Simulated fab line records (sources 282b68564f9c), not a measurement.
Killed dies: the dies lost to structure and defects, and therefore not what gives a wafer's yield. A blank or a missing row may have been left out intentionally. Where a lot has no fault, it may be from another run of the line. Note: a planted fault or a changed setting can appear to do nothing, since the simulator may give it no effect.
fab line records / flow rit_cmos
record: lots: 6 wafers: 18 last_day: 7
route steps=202 shown NRETRO@53 PRETRO@64 M1@202
lots untouched by any fault: they come from a run of this same line in which no faults occurred
start_h: hours from the record's opening day to when the first of the lot's shown wafers began / wait_h: hours from the lot's prior step to this one / " identical to the entry in the row above / L1.1+2: one row covering several wafers at once / - value missing, or start not given / * or withheld: withheld / < > ~ a bound
route shown NAME@n: a module of which the file shows steps, and the number in the route of the first / usual: mean/standard deviation of fault-free wafers / same: alike in all rows / chamber/n: place in a boat / sites: the reading at each site / _std_site: their standard deviation / _edge_site: inner sites' mean taken away from outer sites' mean / radius_mm: for every site, how far away it sits from the centre of the wafer / mask NAME#n: copy n / behind: tool/chamber where the wafer was last shaped / hold: why the lot went on hold/how many hours it stayed there/how the hold came to an end / device: the transistor (n, p or np) that didn't switch / end of line: the tests these same wafers got at the end of their route / a step with no rows: only its recipe / killed: dies that structure and defects cost at the first sort, which is not the same as the wafer's yield / map: shows each die of a wafer: x if killed, . if not, _ if none is there
set.NAME: the run value of the setting; set.NAME@STEP: its run value at that earlier step / model.NAME: the simulator's own value behind a step, which no gauge read
certain route steps with their lots: each step a table, each wafer a row
services: the hour from which a tool's chamber was out of use, counted from the record's first day as start_h (under 0 if before that day), plus the number of hours and why
== steps ==
step: RIT_NRETRO_HMDS_00
recipe: prime_time_s: 60 prime_temp_c: 140
step: RIT_NRETRO_COAT_01
recipe: resist: NOVOLAK spin_rpm: 2000 resist_thk_nm: 1300
step: RIT_NRETRO_SOFTBAKE_02
recipe: resist: NOVOLAK temp_c: 90 time_s: 60
step: RIT_NRETRO_EXPOSE_03
recipe: mask_id: M4 na: 0.57 target_cd_nm: 43900 dose_mj: 250
step: RIT_NRETRO_PEB_04
recipe: resist: NOVOLAK temp_c: withheld time_s: withheld
step: RIT_NRETRO_DEVELOP_05
recipe: resist: NOVOLAK develop_time_s: 68 dev_temp_c: 23
step: RIT_NRETRO_OVL_MEAS_06
usual: NRETRO_OVL: -0.1/1.3
lot.wafer=L947.2 tool=overlay-01 chamber=- start_h=51.01 wait_h=- NRETRO_OVL[nm]=-0.3
lot.wafer=L947.3 tool=overlay-01 chamber=- start_h=51.01 wait_h=- NRETRO_OVL[nm]=-0.2
lot.wafer=L947.4 tool=overlay-01 chamber=- start_h=51.01 wait_h=- NRETRO_OVL[nm]=0.2
lot.wafer=L953.2 tool=overlay-02 chamber=- start_h=83.51 wait_h=- NRETRO_OVL[nm]=1.3
lot.wafer=L953.4 tool=overlay-02 chamber=- start_h=83.51 wait_h=- NRETRO_OVL[nm]=1.8
lot.wafer=L953.5 tool=overlay-02 chamber=- start_h=83.51 wait_h=- NRETRO_OVL[nm]=1.0
lot.wafer=L956.1 tool=overlay-02 chamber=- start_h=96.43 wait_h=- NRETRO_OVL[nm]=-1.0
lot.wafer=L956.3 tool=overlay-02 chamber=- start_h=96.43 wait_h=- NRETRO_OVL[nm]=-2.3
lot.wafer=L956.4 tool=overlay-02 chamber=- start_h=96.43 wait_h=- NRETRO_OVL[nm]=-0.7
lot.wafer=L962.4 tool=overlay-02 chamber=- start_h=125.71 wait_h=- NRETRO_OVL[nm]=-2.4
lot.wafer=L962.5 tool=overlay-02 chamber=- start_h=125.71 wait_h=- NRETRO_OVL[nm]=-1.9
lot.wafer=L962.6 tool=overlay-02 chamber=- start_h=125.71 wait_h=- NRETRO_OVL[nm]=-0.7
lot.wafer=L963.3 tool=overlay-01 chamber=- start_h=132.17 wait_h=- NRETRO_OVL[nm]=2.7
lot.wafer=L963.4 tool=overlay-01 chamber=- start_h=132.17 wait_h=- NRETRO_OVL[nm]=0.5
lot.wafer=L963.5 tool=overlay-01 chamber=- start_h=132.17 wait_h=- NRETRO_OVL[nm]=1.9
lot.wafer=L964.2 tool=overlay-02 chamber=- start_h=138.11 wait_h=- NRETRO_OVL[nm]=-0.6
lot.wafer=L964.4 tool=overlay-02 chamber=- start_h=138.11 wait_h=- NRETRO_OVL[nm]=1.2
lot.wafer=L964.6 tool=overlay-02 chamber=- start_h=138.11 wait_h=- NRETRO_OVL[nm]=-1.1
step: RIT_NRETRO_HARDBAKE_07
recipe: resist: NOVOLAK temp_c: 140 time_s: 120
step: RIT_NRETRO_IMPLANT_08
recipe: species: P energy_kev: 70 dose_cm2: 1e+13 tilt_deg: 7
step: RIT_NRETRO_STRIP_09
recipe: chemistry: O2 time_s: 180 resist: NOVOLAK platen_temp_c: withheld power_w: 500 pressure_mtorr: 4000 o2_flow_sccm: 4000
usual: drypump_motor_current_A: 5.66/0.27
lot.wafer=L947.2 tool=plasma_asher-01 chamber=0 start_h=51.44 wait_h=0.1 drypump_motor_current_A=6.05 rf_hours_counter_h=39
lot.wafer=L947.3 tool=plasma_asher-01 chamber=0 start_h=51.44 wait_h=0.1 drypump_motor_current_A=6.00 rf_hours_counter_h=-
lot.wafer=L947.4 tool=plasma_asher-01 chamber=1 start_h=51.44 wait_h=0.1 drypump_motor_current_A=5.55 rf_hours_counter_h=-
lot.wafer=L953.2 tool=plasma_asher-03 chamber=1 start_h=84.28 wait_h=0.1 drypump_motor_current_A=5.31 rf_hours_counter_h=30
lot.wafer=L953.4 tool=plasma_asher-03 chamber=0 start_h=84.28 wait_h=0.1 drypump_motor_current_A=6.02 rf_hours_counter_h=-
lot.wafer=L953.5 tool=plasma_asher-03 chamber=1 start_h=84.28 wait_h=0.1 drypump_motor_current_A=5.32 rf_hours_counter_h=-
lot.wafer=L956.1 tool=plasma_asher-01 chamber=0 start_h=96.86 wait_h=0.1 drypump_motor_current_A=6.02 rf_hours_counter_h=44
lot.wafer=L956.3 tool=plasma_asher-01 chamber=0 start_h=96.86 wait_h=0.1 drypump_motor_current_A=6.02 rf_hours_counter_h=-
lot.wafer=L956.4 tool=plasma_asher-01 chamber=1 start_h=96.86 wait_h=0.1 drypump_motor_current_A=5.59 rf_hours_counter_h=-
lot.wafer=L962.4 tool=plasma_asher-04 chamber=1 start_h=126.18 wait_h=0.1 drypump_motor_current_A=5.66 rf_hours_counter_h=-
lot.wafer=L962.5 tool=plasma_asher-04 chamber=0 start_h=126.18 wait_h=0.1 drypump_motor_current_A=5.42 rf_hours_counter_h=-
lot.wafer=L962.6 tool=plasma_asher-04 chamber=1 start_h=126.18 wait_h=0.1 drypump_motor_current_A=5.65 rf_hours_counter_h=-
lot.wafer=L963.3 tool=plasma_asher-04 chamber=0 start_h=132.65 wait_h=0.1 drypump_motor_current_A=5.43 rf_hours_counter_h=-
lot.wafer=L963.4 tool=plasma_asher-04 chamber=1 start_h=132.65 wait_h=0.1 drypump_motor_current_A=5.65 rf_hours_counter_h=-
lot.wafer=L963.5 tool=plasma_asher-04 chamber=0 start_h=132.65 wait_h=0.1 drypump_motor_current_A=5.45 rf_hours_counter_h=-
lot.wafer=L964.2 tool=plasma_asher-03 chamber=1 start_h=138.54 wait_h=0.1 drypump_motor_current_A=5.31 rf_hours_counter_h=36
lot.wafer=L964.4 tool=plasma_asher-03 chamber=1 start_h=138.54 wait_h=0.1 drypump_motor_current_A=5.31 rf_hours_counter_h=-
lot.wafer=L964.6 tool=plasma_asher-03 chamber=0 start_h=138.54 wait_h=0.1 drypump_motor_current_A=5.95 rf_hours_counter_h=-
step: RIT_NRETRO_TW_MEAS_10
usual: NRETRO_TW: 1046/9
lot.wafer=L947.2 tool=film_metro-02 chamber=- start_h=51.62 wait_h=0.1 NRETRO_TW=1046
lot.wafer=L947.3 tool=film_metro-02 chamber=- start_h=51.62 wait_h=0.1 NRETRO_TW=1045
lot.wafer=L947.4 tool=film_metro-02 chamber=- start_h=51.62 wait_h=0.1 NRETRO_TW=1042
lot.wafer=L953.2 tool=film_metro-03 chamber=- start_h=84.46 wait_h=0.1 NRETRO_TW=1037
lot.wafer=L953.4 tool=film_metro-03 chamber=- start_h=84.46 wait_h=0.1 NRETRO_TW=1037
lot.wafer=L953.5 tool=film_metro-03 chamber=- start_h=84.46 wait_h=0.1 NRETRO_TW=1038
lot.wafer=L956.1 tool=film_metro-03 chamber=- start_h=97.04 wait_h=0.1 NRETRO_TW=1037
lot.wafer=L956.3 tool=film_metro-03 chamber=- start_h=97.04 wait_h=0.1 NRETRO_TW=1038
lot.wafer=L956.4 tool=film_metro-03 chamber=- start_h=97.04 wait_h=0.1 NRETRO_TW=1039
lot.wafer=L962.4 tool=film_metro-03 chamber=- start_h=126.33 wait_h=0.1 NRETRO_TW=1043
lot.wafer=L962.5 tool=film_metro-03 chamber=- start_h=126.33 wait_h=0.1 NRETRO_TW=1045
lot.wafer=L962.6 tool=film_metro-03 chamber=- start_h=126.33 wait_h=0.1 NRETRO_TW=1048
lot.wafer=L963.3 tool=film_metro-02 chamber=- start_h=132.79 wait_h=0.1 NRETRO_TW=1047
lot.wafer=L963.4 tool=film_metro-02 chamber=- start_h=132.79 wait_h=0.1 NRETRO_TW=1036
lot.wafer=L963.5 tool=film_metro-02 chamber=- start_h=132.79 wait_h=0.1 NRETRO_TW=1038
lot.wafer=L964.2 tool=film_metro-03 chamber=- start_h=138.72 wait_h=0.1 NRETRO_TW=1048
lot.wafer=L964.4 tool=film_metro-03 chamber=- start_h=138.72 wait_h=0.1 NRETRO_TW=1043
lot.wafer=L964.6 tool=film_metro-03 chamber=- start_h=138.72 wait_h=0.1 NRETRO_TW=1038
step: RIT_PRETRO_HMDS_00
recipe: prime_time_s: 60 prime_temp_c: 140
step: RIT_PRETRO_COAT_01
recipe: resist: NOVOLAK spin_rpm: 2000 resist_thk_nm: 1300
usual: chill_plate_temp_C: 23.00/0.12 dispense_pressure_kPa: 53/5.2 resist_line_temp_C: 23.00/0.11 spin_speed_rpm: 2000.1/1.3
lot.wafer=L947.2 tool=litho_track-04 chamber=0 start_h=51.85 wait_h=0.1 chill_plate_temp_C=23.08 dispense_pressure_kPa=59 resist_line_temp_C=23.05 spin_speed_rpm=2000.3
lot.wafer=L947.3 tool=litho_track-04 chamber=0 start_h=51.85 wait_h=0.1 chill_plate_temp_C=23.00 dispense_pressure_kPa=59 resist_line_temp_C=22.93 spin_speed_rpm=2001.0
lot.wafer=L947.4 tool=litho_track-04 chamber=0 start_h=51.85 wait_h=0.1 chill_plate_temp_C=22.82 dispense_pressure_kPa=59 resist_line_temp_C=22.99 spin_speed_rpm=2001.1
lot.wafer=L953.2 tool=litho_track-03 chamber=0 start_h=84.69 wait_h=0.1 chill_plate_temp_C=22.99 dispense_pressure_kPa=47 resist_line_temp_C=23.04 spin_speed_rpm=1999.7
lot.wafer=L953.4 tool=litho_track-03 chamber=0 start_h=84.69 wait_h=0.1 chill_plate_temp_C=22.81 dispense_pressure_kPa=47 resist_line_temp_C=23.09 spin_speed_rpm=1999.9
lot.wafer=L953.5 tool=litho_track-03 chamber=0 start_h=84.69 wait_h=0.1 chill_plate_temp_C=22.87 dispense_pressure_kPa=46 resist_line_temp_C=23.04 spin_speed_rpm=1999.1
lot.wafer=L956.1 tool=litho_track-04 chamber=0 start_h=97.25 wait_h=0.1 chill_plate_temp_C=22.92 dispense_pressure_kPa=59 resist_line_temp_C=23.02 spin_speed_rpm=2000.2
lot.wafer=L956.3 tool=litho_track-04 chamber=0 start_h=97.25 wait_h=0.1 chill_plate_temp_C=23.05 dispense_pressure_kPa=59 resist_line_temp_C=22.91 spin_speed_rpm=1999.3
lot.wafer=L956.4 tool=litho_track-04 chamber=0 start_h=97.25 wait_h=0.1 chill_plate_temp_C=22.91 dispense_pressure_kPa=59 resist_line_temp_C=23.42 spin_speed_rpm=1999.4
lot.wafer=L962.4 tool=litho_track-03 chamber=- start_h=126.63 wait_h=0.1 chill_plate_temp_C=- dispense_pressure_kPa=- resist_line_temp_C=- spin_speed_rpm=-
lot.wafer=L962.5 tool=litho_track-03 chamber=- start_h=126.63 wait_h=0.1 chill_plate_temp_C=- dispense_pressure_kPa=- resist_line_temp_C=- spin_speed_rpm=-
lot.wafer=L962.6 tool=litho_track-03 chamber=- start_h=126.63 wait_h=0.1 chill_plate_temp_C=- dispense_pressure_kPa=- resist_line_temp_C=- spin_speed_rpm=-
lot.wafer=L963.3 tool=litho_track-03 chamber=- start_h=133.03 wait_h=0.1 chill_plate_temp_C=- dispense_pressure_kPa=- resist_line_temp_C=- spin_speed_rpm=-
lot.wafer=L963.4 tool=litho_track-03 chamber=- start_h=133.03 wait_h=0.1 chill_plate_temp_C=- dispense_pressure_kPa=- resist_line_temp_C=- spin_speed_rpm=-
lot.wafer=L963.5 tool=litho_track-03 chamber=- start_h=133.03 wait_h=0.1 chill_plate_temp_C=- dispense_pressure_kPa=- resist_line_temp_C=- spin_speed_rpm=-
lot.wafer=L964.2 tool=litho_track-04 chamber=0 start_h=138.95 wait_h=0.1 chill_plate_temp_C=23.25 dispense_pressure_kPa=59 resist_line_temp_C=23.19 spin_speed_rpm=1999.3
lot.wafer=L964.4 tool=litho_track-04 chamber=0 start_h=138.95 wait_h=0.1 chill_plate_temp_C=22.97 dispense_pressure_kPa=59 resist_line_temp_C=23.07 spin_speed_rpm=1998.6
lot.wafer=L964.6 tool=litho_track-04 chamber=0 start_h=138.95 wait_h=0.1 chill_plate_temp_C=22.96 dispense_pressure_kPa=59 resist_line_temp_C=23.09 spin_speed_rpm=1999.5
step: RIT_PRETRO_SOFTBAKE_02
recipe: resist: NOVOLAK temp_c: 90 time_s: 60
step: RIT_PRETRO_EXPOSE_03
recipe: mask_id: M5 na: 0.57 target_cd_nm: 43700 dose_mj: 250
step: RIT_PRETRO_PEB_04
recipe: resist: NOVOLAK temp_c: withheld time_s: withheld
step: RIT_PRETRO_DEVELOP_05
recipe: resist: NOVOLAK develop_time_s: 68 dev_temp_c: 23
step: RIT_PRETRO_OVL_MEAS_06
usual: PRETRO_OVL: -0.1/1.4
lot.wafer=L947.2 tool=overlay-02 chamber=- start_h=52.56 wait_h=- PRETRO_OVL[nm]=1.2
lot.wafer=L947.3 tool=overlay-02 chamber=- start_h=52.56 wait_h=- PRETRO_OVL[nm]=0.0
lot.wafer=L947.4 tool=overlay-02 chamber=- start_h=52.56 wait_h=- PRETRO_OVL[nm]=-0.4
lot.wafer=L953.2 tool=overlay-01 chamber=- start_h=85.52 wait_h=- PRETRO_OVL[nm]=-1.2
lot.wafer=L953.4 tool=overlay-01 chamber=- start_h=85.52 wait_h=- PRETRO_OVL[nm]=-1.1
lot.wafer=L953.5 tool=overlay-01 chamber=- start_h=85.52 wait_h=- PRETRO_OVL[nm]=-0.4
lot.wafer=L956.1 tool=overlay-02 chamber=- start_h=97.98 wait_h=- PRETRO_OVL[nm]=-0.8
lot.wafer=L956.3 tool=overlay-02 chamber=- start_h=97.98 wait_h=- PRETRO_OVL[nm]=-0.4
lot.wafer=L956.4 tool=overlay-02 chamber=- start_h=97.98 wait_h=- PRETRO_OVL[nm]=0.0
lot.wafer=L962.4 tool=overlay-01 chamber=- start_h=127.42 wait_h=- PRETRO_OVL[nm]=-
lot.wafer=L962.5 tool=overlay-01 chamber=- start_h=127.42 wait_h=- PRETRO_OVL[nm]=-
lot.wafer=L962.6 tool=overlay-01 chamber=- start_h=127.42 wait_h=- PRETRO_OVL[nm]=-
lot.wafer=L963.3 tool=overlay-01 chamber=- start_h=133.72 wait_h=- PRETRO_OVL[nm]=-
lot.wafer=L963.4 tool=overlay-01 chamber=- start_h=133.72 wait_h=- PRETRO_OVL[nm]=-
lot.wafer=L963.5 tool=overlay-01 chamber=- start_h=133.72 wait_h=- PRETRO_OVL[nm]=-
lot.wafer=L964.2 tool=overlay-01 chamber=- start_h=139.78 wait_h=- PRETRO_OVL[nm]=0.6
lot.wafer=L964.4 tool=overlay-01 chamber=- start_h=139.78 wait_h=- PRETRO_OVL[nm]=-0.8
lot.wafer=L964.6 tool=overlay-01 chamber=- start_h=139.78 wait_h=- PRETRO_OVL[nm]=-0.7
step: RIT_PRETRO_HARDBAKE_07
recipe: resist: NOVOLAK temp_c: 140 time_s: 120
step: RIT_M1_PROBE_99
usual: killed_at_contacts: 0.1/0.32 killed_at_front_end: 6/3.1 killed_dies: 7/3.2 killed_on_rim: 1.7/1.4 killed_open: 3.1/1.9 killed_short: 3.5/2.2
same: gross_dies: 264 killed_at_M0_to_M3: 0 killed_at_M4_up: 0 killed_at_back_side: 0 killed_at_other: 0
lot.wafer=L953.2 tool=prober-01 chamber=- start_h=115.29 wait_h=0.1 killed_at_contacts=0 killed_at_front_end=4 killed_dies=4 killed_on_rim=1 killed_open=2 killed_short=2
lot.wafer=L953.4 tool=prober-01 chamber=- start_h=115.39 wait_h=0.2 killed_at_contacts=0 killed_at_front_end=8 killed_dies=8 killed_on_rim=2 killed_open=3 killed_short=5
lot.wafer=L953.5 tool=prober-01 chamber=- start_h=115.44 wait_h=0.2 killed_at_contacts=0 killed_at_front_end=7 killed_dies=7 killed_on_rim=2 killed_open=1 killed_short=6
lot.wafer=L962.4 tool=prober-01 chamber=- start_h=161.91 wait_h=0.2 killed_at_contacts=0 killed_at_front_end=264 killed_dies=264 killed_on_rim=70 killed_open=1 killed_short=3
lot.wafer=L962.5 tool=prober-01 chamber=- start_h=161.96 wait_h=0.2 killed_at_contacts=0 killed_at_front_end=264 killed_dies=264 killed_on_rim=70 killed_open=3 killed_short=3
lot.wafer=L962.6 tool=prober-01 chamber=- start_h=162.01 wait_h=0.2 killed_at_contacts=1 killed_at_front_end=263 killed_dies=264 killed_on_rim=70 killed_open=3 killed_short=5
lot.wafer=L963.3 tool=prober-02 chamber=- start_h=164.92 wait_h=0.2 killed_at_contacts=1 killed_at_front_end=263 killed_dies=264 killed_on_rim=70 killed_open=4 killed_short=5
lot.wafer=L963.4 tool=prober-02 chamber=- start_h=164.97 wait_h=0.2 killed_at_contacts=1 killed_at_front_end=263 killed_dies=264 killed_on_rim=70 killed_open=3 killed_short=7
lot.wafer=L963.5 tool=prober-02 chamber=- start_h=165.02 wait_h=0.2 killed_at_contacts=0 killed_at_front_end=264 killed_dies=264 killed_on_rim=70 killed_open=2 killed_short=3
killed by level:class
L953.2 FOX1:geometric_particle:open=2 FOX1:geometric_particle:short=1 SPACER:geometric_particle:short=1
L953.4 REOX:geometric_particle:short=2 SPACER:geometric_particle:open=2 GATE:geometric_particle:short=1 SPACER:geometric_particle:short=1 SILICIDE:geometric_particle:short=1 SILICIDE:geometric_particle:open=1
L953.5 FOX2:geometric_particle:short=2 GATE:geometric_particle:short=1 GATE:geometric_particle:open=1 REOX:geometric_particle:short=1 SPACER:geometric_particle:short=1 SILICIDE:geometric_particle:short=1
L962.4 PRETRO:area_expose=260 ACTIVE:geometric_particle:open=1 FOX1:geometric_particle:short=1 GATE:geometric_particle:short=1 REOX:geometric_particle:short=1
L962.5 PRETRO:area_expose=258 FOX1:geometric_particle:open=1 GATE:geometric_particle:open=1 REOX:geometric_particle:short=1 SPACER:geometric_particle:short=1 SPACER:geometric_particle:open=1 SILICIDE:geometric_particle:short=1
L962.6 PRETRO:area_expose=256 SPACER:geometric_particle:short=2 ACTIVE:geometric_particle:short=1 GATE:geometric_particle:open=1 GATE:geometric_particle:short=1 SPACER:geometric_particle:open=1 SILICIDE:geometric_particle:open=1 CONTACT:geometric_particle:short=1
L963.3 PRETRO:area_expose=255 GATE:geometric_particle:short=4 FOX1:geometric_particle:open=1 GATE:geometric_particle:open=1 SPACER:geometric_particle:open=1 SPACER:geometric_particle:short=1 CONTACT:geometric_particle:open=1
L963.4 PRETRO:area_expose=254 FOX1:geometric_particle:short=2 FOX2:geometric_particle:short=2 GATE:geometric_particle:short=2 GATE:geometric_particle:open=2 SPACER:geometric_particle:open=1 CONTACT:geometric_particle:short=1
L963.5 PRETRO:area_expose=259 GATE:geometric_particle:short=3 GATE:geometric_particle:open=1 SPACER:geometric_particle:open=1
map L962.4 (x killed, . not)
________xxxxxxx_______
_____xxxxxxxxxxxxx____
____xxxxxxxxxxxxxxx___
___xxxxxxxxxxxxxxxxx__
__xxxxxxxxxxxxxxxxxxx_
__xxxxxxxxxxxxxxxxxxx_
_xxxxxxxxxxxxxxxxxxxxx
_xxxxxxxxxxxxxxxxxxxxx
_xxxxxxxxxxxxxxxxxxxxx
_xxxxxxxxxxxxxxxxxxxxx
__xxxxxxxxxxxxxxxxxxx_
__xxxxxxxxxxxxxxxxxxx_
___xxxxxxxxxxxxxxxxx__
____xxxxxxxxxxxxxxx___
_____xxxxxxxxxxxxx____
________xxxxxxx_______
map L963.3 (x killed, . not)
________xxxxxxx_______
_____xxxxxxxxxxxxx____
____xxxxxxxxxxxxxxx___
___xxxxxxxxxxxxxxxxx__
__xxxxxxxxxxxxxxxxxxx_
__xxxxxxxxxxxxxxxxxxx_
_xxxxxxxxxxxxxxxxxxxxx
_xxxxxxxxxxxxxxxxxxxxx
_xxxxxxxxxxxxxxxxxxxxx
_xxxxxxxxxxxxxxxxxxxxx
__xxxxxxxxxxxxxxxxxxx_
__xxxxxxxxxxxxxxxxxxx_
___xxxxxxxxxxxxxxxxx__
____xxxxxxxxxxxxxxx___
_____xxxxxxxxxxxxx____
________xxxxxxx_______
== services ==
tool=plasma_asher-01 chamber=- start_h=43.43 hours=1.2 kind=repair
tool=plasma_asher-04 chamber=- start_h=49.04 hours=2.8 kind=pm
tool=plasma_asher-04 chamber=- start_h=85.90 hours=2.0 kind=repair
tool=plasma_asher-04 chamber=- start_h=89.52 hours=2.1 kind=repair
tool=plasma_asher-01 chamber=- start_h=108.75 hours=9.0 kind=pm
tool=plasma_asher-01 chamber=0 start_h=108.75 hours=9.0 kind=vent_cycle
tool=plasma_asher-01 chamber=1 start_h=108.75 hours=9.0 kind=vent_cycle
tool=plasma_asher-01 chamber=0 start_h=117.75 hours=- kind=clean
tool=plasma_asher-01 chamber=1 start_h=117.75 hours=- kind=clean
== key ==
first_sign: step: RIT_PRETRO_COAT_01 reading: tool_record direction: missing
effect: step: RIT_PRETRO_OVL_MEAS_06 reading: PRETRO_OVL direction: missing
effect: step: RIT_M1_PROBE_99 reading: killed_at_front_end direction: up sigmas: 82 usual: 6 struck: 264
more_kills_born_at: RIT_PRETRO_EXPOSE_03@iline_stepper-01: 1542
met_at RIT_PRETRO_COAT_01
struck_wafers L962.4,L962.5,L962.6,L963.3,L963.4,L963.5
tester_left_out L962,L963
onset_between 84.69 126.63
fault: kind: skipped_step_whole tool: litho_track-03 chamber: - onset_h: 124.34 steps: RIT_PRETRO_COAT_01 scope: struck_lots_only
tester_left_out: of these lots the tester's yield and bins aren't shown, on N5 and GAA mostly nor the transistor test; their killed dies are dies lost to structure and defects alone, not to doping, threshold or leakage, so they don't give the yield
